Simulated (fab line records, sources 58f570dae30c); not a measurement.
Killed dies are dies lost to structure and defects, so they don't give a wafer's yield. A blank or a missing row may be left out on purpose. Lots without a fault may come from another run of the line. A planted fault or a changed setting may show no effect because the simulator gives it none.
Which tool did it? | flow berkeley_cmos170 | 7 lots, 21 wafers sampled, at 1 step of a route of 331

WHAT THE GAUGES READ, wafer by wafer
UCB170_PWELL_THK_MEAS_03.
lot  | measured    | on            | PWELL_OXIDE_THK (nm)
L542 | day 3 07:33 | film_metro-01 | 25.9 26.2 25.7
L544 | day 3 13:11 | film_metro-01 | 26.0 26.1 26.2
L546 | day 4 03:14 | film_metro-04 | 26.9 26.6 26.4
L548 | day 4 11:59 | film_metro-02 | 26.4 26.2 26.4
L556 | day 6 10:28 | film_metro-04 | 26.9 27.3 26.7
L557 | day 6 21:23 | film_metro-01 | 26.6 26.0 26.6
L562 | day 7 13:17 | film_metro-01 | 25.3 25.8 25.7

WHICH TOOL RAN EACH LOT (tool, then ch and the chambers of the sampled wafers, then the start)
The record holds no process step before these readings.

THE ANSWER, worked out from the rows above alone
Rule: what is usual is taken from the lots themselves. Put in order of their means at a reading, lots are off if they are a third of the lots or fewer, leave a main group of 4 or more, and stand apart from it by a gap of 3 or more times the standard deviation of the main group's means; of several such gaps the widest counts. A main group whose means are all the same, to the digits that the tables above print for the reading, isn't used. A lot without any number at a reading at which 4 lots or more have one is off too. The other lots that the step has rows for count as sound.
No lot is off at any reading shown: from this, nothing can be told.

WHAT THE SIMULATOR HAD PUT IN
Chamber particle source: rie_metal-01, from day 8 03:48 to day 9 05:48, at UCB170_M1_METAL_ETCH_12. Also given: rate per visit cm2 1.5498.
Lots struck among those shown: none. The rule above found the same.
